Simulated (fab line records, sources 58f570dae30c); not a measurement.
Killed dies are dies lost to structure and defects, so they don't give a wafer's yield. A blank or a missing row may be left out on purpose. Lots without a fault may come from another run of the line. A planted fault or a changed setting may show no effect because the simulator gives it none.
fab line records | flow berkeley_cmos170 | part 2 of 2: steps 28 to 42 of 42
record lots=5 wafers=15 last_day=12
route steps=331 shown NWELL@23 PWELL@34 WELLDRIVE@55 ACTIVE@60
lots that met no fault: from a run of the same line without faults
start_h: hours from the record's first day to the start of the lot's first wafer shown | wait_h: hours since the lot's step before | " the same as in the row above | L1.1+2: a row that stands for several wafers | - no value, or no start given | * or withheld: withheld | < > ~ a bound
route shown NAME@n: a module of which the file shows steps, and the number in the route of the first | usual: mean/standard deviation of fault-free wafers | same: alike in all rows | chamber/n: place in a boat | sites: the reading at each site | _std_site: their standard deviation | _edge_site: outer sites' mean less inner sites' | radius_mm: how far each site lies from the wafer's centre | mask NAME#n: copy n | behind: the tool/chamber that last shaped the wafer | hold: why the lot was held/for how many hours/how that ended | device: the transistor (n, p or np) that didn't switch | end of line: the same wafers' tests at the end of the route | a step without rows: its recipe alone | killed: dies lost to structure and defects at the first sort, not the wafer's yield | map: a wafer's dies, x killed, . not, _ none there
set.NAME: the setting as run; set.NAME@STEP: as run at that earlier step | model.NAME: the simulator's own value behind a step, which no gauge read
lots at some steps of the route; a table a step, a row a wafer
services: from which hour (start_h, from the record's first day; less than 0 if before it) a tool's chamber was out of use, for how many hours, and why
## steps
# step UCB170_PWELL_STRIP_16
# recipe chemistry=O2 power_w=400 pressure_mtorr=3500 platen_temp_c=withheld o2_flow_sccm=400 overash_fraction=0.5
# usual drypump_motor_current_A=5.6/0.4 oes_product_au=0.721/0.0042 strip_time_to_endpoint_s=18.09/0.097
# columns lot.wafer tool chamber start_h wait_h drypump_motor_current_A oes_product_au rf_hours_counter_h strip_time_to_endpoint_s
L075.1 plasma_asher-04 1 61.53 0.1 5.3 0.719 33 18.17
L075.3 " 1 " " 5.3 0.726 - 18.10
L075.5 " 1 " " 5.3 0.719 - 18.12
L084.1 plasma_asher-01 1 94.22 0.1 6.1 0.727 41 18.08
L084.3 " 0 " " 6.1 0.724 - 18.20
L084.4 " 1 " " 6.1 0.731 - 18.00
L089.2 plasma_asher-04 0 121.63 0.1 5.5 0.724 35 18.10
L089.4 " 1 " " 5.3 0.729 - 17.97
L089.5 " 0 " " 5.5 0.718 - 18.03
L092.1 plasma_asher-02 0 135.48 0.1 5.0 0.720 34 18.15
L092.3 " 0 " " 5.1 0.723 - 17.99
L092.5 " 0 " " 5.0 0.724 - 18.11
L093.4 plasma_asher-01 0 149.85 0.1 6.0 0.721 - 18.06
L093.5 " 0 " " 6.1 0.721 - 18.17
L093.6 " 1 " " 6.1 0.729 - 18.20
# step UCB170_PWELL_TW_MEAS_17
# usual PWELL_TW=383.7/2.3
# columns lot.wafer tool chamber start_h wait_h PWELL_TW
L075.1 film_metro-04 - 61.63 0.1 381.1
L075.3 " - " " 380.5
L075.5 " - " " 382.9
L084.1 film_metro-04 - 94.32 0.1 384.1
L084.3 " - " " 384.8
L084.4 " - " " 383.4
L089.2 film_metro-03 - 121.74 0.1 383.7
L089.4 " - " " 382.8
L089.5 " - " " 382.2
L092.1 film_metro-01 - 135.58 0.1 386.6
L092.3 " - " " 387.4
L092.5 " - " " 388.3
L093.4 film_metro-01 - 149.95 0.1 386.9
L093.5 " - " " 385.9
L093.6 " - " " 385.8
# step UCB170_PWELL_CLEAN_18
# recipe chemistry=SPM temp_c=120 time_s=600
# columns lot.wafer tool chamber start_h wait_h
L075.1+3+5 wet_bench-04 3 61.69 0.1
L084.1+3+4 wet_bench-01 3 94.50 0.2
L089.2+4+5 wet_bench-01 1 124.58 2.8
L092.1+3+5 wet_bench-04 0 135.87 0.3
L093.4+5+6 wet_bench-04 1 152.27 2.3
# step UCB170_PWELL_WET_ETCH_19
# recipe chemistry=H3PO4 target=Si3N4 temp_c=160 time_s=14400
# columns lot.wafer tool chamber start_h wait_h
L075.1+3+5 wet_bench-03 2 61.95 0.1
L084.1+3+4 wet_bench-01 1 94.70 0.0
L089.2+4+5 wet_bench-01 3 124.94 0.2
L092.1+3+5 wet_bench-04 2 136.24 0.2
L093.4+5+6 wet_bench-03 1 152.56 0.1
# step UCB170_PWELL_WET_ETCH_20
# recipe chemistry=BOE dilution=5:1 target=SiO2 temp_c=25 time_s=22
# columns lot.wafer tool chamber start_h wait_h
L075.1+3+5 wet_bench-03 0 66.23 0.3
L084.1+3+4 wet_bench-03 1 98.71 0.0
L089.2+4+5 wet_bench-03 0 128.95 0.0
L092.1+3+5 wet_bench-03 0 140.25 0.0
L093.4+5+6 wet_bench-04 3 156.57 0.0
# step UCB170_WELLDRIVE_CLEAN_00
# recipe chemistry=SPM temp_c=120 time_s=600
# columns lot.wafer tool chamber start_h wait_h
L075.1+3+5 wet_bench-04 2 66.44 0.2
L084.1+3+4 wet_bench-01 3 98.72 0.0
L089.2+4+5 wet_bench-01 2 128.96 0.0
L092.1+3+5 wet_bench-04 3 140.26 0.0
L093.4+5+6 wet_bench-03 0 156.59 0.0
# step UCB170_WELLDRIVE_OXIDATION_01
# recipe temp_c=1100 ambient=O2 target_thk_a=1990 ox_time_s=9000
# usual ox_temp_c=1100.0/0.47
# columns lot.wafer tool chamber start_h wait_h ox_temp_c
L075.1 furnace-04 0 69.34 2.7 1099.9
L075.3 " 0 " " 1100.2
L075.5 " 0 " " 1099.8
L084.1 furnace-04 0 101.61 2.7 1099.8
L084.3 " 0 " " 1099.8
L084.4 " 0 " " 1099.6
L089.2 furnace-03 0 131.58 2.4 1100.3
L089.4 " 0 " " 1100.1
L089.5 " 0 " " 1100.2
L092.1 furnace-04 0 145.74 5.3 1099.5
L092.3 " 0 " " 1100.4
L092.5 " 0 " " 1100.2
L093.4 furnace-03 0 161.26 4.5 1101.3
L093.5 " 0 " " 1099.9
L093.6 " 0 " " 1100.6
# step UCB170_WELLDRIVE_THK_MEAS_02
# recipe reads=SiO2_of_WELLDRIVE_OXIDATION_01
# usual WELLDRIVE_OXIDE_THK=200/4.3
# columns lot.wafer tool chamber start_h wait_h WELLDRIVE_OXIDE_THK[nm]
L075.1 film_metro-04 - 72.84 0.0 195
L075.3 " - " " 194
L075.5 " - " " 195
L084.1 film_metro-04 - 105.12 0.0 197
L084.3 " - " " 198
L084.4 " - " " 197
L089.2 film_metro-01 - 135.09 0.0 196
L089.4 " - " " 200
L089.5 " - " " 198
L092.1 film_metro-02 - 149.24 0.0 202
L092.3 " - " " 201
L092.5 " - " " 200
L093.4 film_metro-04 - 164.79 0.0 204
L093.5 " - " " 207
L093.6 " - " " 206
# step UCB170_WELLDRIVE_ANNEAL_03
# recipe temp_c=1100 time_s=900 ambient=N2
# columns lot.wafer tool chamber start_h wait_h
L075.1+3+5 furnace-04 0 74.09 1.2
L084.1+3+4 furnace-03 0 108.87 3.7
L089.2+4+5 furnace-04 0 136.38 1.3
L092.1+3+5 furnace-04 0 150.49 1.2
L093.4+5+6 furnace-04 0 167.44 2.6
# step UCB170_WELLDRIVE_WET_ETCH_04
# recipe chemistry=BOE dilution=5:1 target=SiO2 temp_c=25 time_s=120
# columns lot.wafer tool chamber start_h wait_h
L075.1+3+5 wet_bench-01 1 75.34 0.0
L084.1+3+4 wet_bench-03 1 110.12 0.0
L089.2+4+5 wet_bench-01 2 137.63 0.0
L092.1+3+5 wet_bench-04 3 152.23 0.5
L093.4+5+6 wet_bench-03 2 170.51 1.8
# step UCB170_ACTIVE_CLEAN_00
# recipe chemistry=SPM temp_c=120 time_s=600
# columns lot.wafer tool chamber start_h wait_h
L075.1+3+5 wet_bench-04 2 75.39 0.0
L084.1+3+4 wet_bench-03 1 110.19 0.0
L089.2+4+5 wet_bench-03 2 137.67 0.0
L092.1+3+5 wet_bench-04 0 152.54 0.3
L093.4+5+6 wet_bench-01 1 170.73 0.2
# step UCB170_ACTIVE_CLEAN_01
# recipe chemistry=dHF dilution=25:1 time_s=60
# columns lot.wafer tool chamber start_h wait_h
L075.1+3+5 wet_bench-04 3 75.57 0.0
L084.1+3+4 wet_bench-04 0 110.38 0.0
L089.2+4+5 wet_bench-01 1 137.84 0.0
L092.1+3+5 wet_bench-01 1 152.78 0.1
L093.4+5+6 wet_bench-03 2 170.91 0.0
# step UCB170_ACTIVE_OXIDATION_02
# recipe temp_c=1000 ambient=O2 target_thk_a=264 ox_time_s=1260
# usual ox_temp_c=1000.0/0.45
# columns lot.wafer tool chamber start_h wait_h ox_temp_c
L075.1 furnace-01 0 78.50 2.9 999.9
L075.3 " 0 " " 999.8
L075.5 " 0 " " 999.8
L084.1 furnace-04 0 114.19 3.8 999.8
L084.3 " 0 " " 999.8
L084.4 " 0 " " 1000.0
L089.2 furnace-04 0 140.48 2.6 999.1
L089.4 " 0 " " 1000.5
L089.5 " 0 " " 999.0
L092.1 furnace-01 0 153.89 1.1 999.5
L092.3 " 0 " " 999.8
L092.5 " 0 " " 999.9
L093.4 furnace-01 0 175.21 4.3 999.8
L093.5 " 0 " " 1000.1
L093.6 " 0 " " 1000.7
# step UCB170_ACTIVE_THK_MEAS_03
# recipe reads=SiO2_of_ACTIVE_OXIDATION_02
# usual ACTIVE_OXIDE_THK=26.3/0.52
# columns lot.wafer tool chamber start_h wait_h ACTIVE_OXIDE_THK[nm]
L075.1 film_metro-03 - 79.85 0.0 26.5
L075.3 " - " " 26.0
L075.5 " - " " 26.2
L084.1 film_metro-02 - 115.54 0.0 25.3
L084.3 " - " " 25.9
L084.4 " - " " 25.7
L089.2 film_metro-02 - 141.84 0.0 25.9
L089.4 " - " " 25.6
L089.5 " - " " 26.0
L092.1 film_metro-03 - 155.24 0.0 26.5
L092.3 " - " " 26.3
L092.5 " - " " 26.2
L093.4 film_metro-04 - 176.59 0.0 25.7
L093.5 " - " " 25.9
L093.6 " - " " 26.3
# step UCB170_ACTIVE_ANNEAL_04
# recipe temp_c=1000 time_s=900 ambient=N2
# columns lot.wafer tool chamber start_h wait_h
L075.1+3+5 furnace-04 0 83.28 3.4
L084.1+3+4 furnace-04 0 119.79 4.2
L089.2+4+5 furnace-03 0 145.58 3.7
L092.1+3+5 furnace-04 0 157.59 2.3
L093.4+5+6 furnace-04 0 183.69 7.1
## services
# columns tool chamber start_h hours kind
krf_scanner-01 - 15.66 1.0 pm
krf_scanner-02 - 20.90 3.1 repair
furnace-04 - 27.21 3.2 pm
furnace-03 - 28.76 2.3 pm
krf_scanner-02 - 30.79 1.3 pm
furnace-04 - 33.61 3.9 pm
furnace-04 - 38.66 7.4 repair
furnace-02 - 43.59 3.3 pm
rie_diel-03 3 51.83 3.9 repair
furnace-03 - 57.45 4.1 pm
furnace-02 - 58.80 3.5 pm
plasma_asher-04 - 78.17 8.2 repair
plasma_asher-04 - 78.69 38.2 repair
rie_diel-03 3 80.79 6.0 repair
lpcvd-01 - 81.68 0.9 repair
krf_scanner-01 - 84.34 0.8 pm
krf_scanner-02 - 85.14 1.0 pm
krf_scanner-01 - 86.82 1.3 pm
krf_scanner-02 - 104.71 0.8 pm
furnace-03 - 111.47 6.7 pm
plasma_asher-01 - 116.88 0.9 repair
rie_diel-03 2 128.91 16.6 repair
furnace-01 - 135.79 4.1 pm
implanter-03 - 164.96 3.3 repair
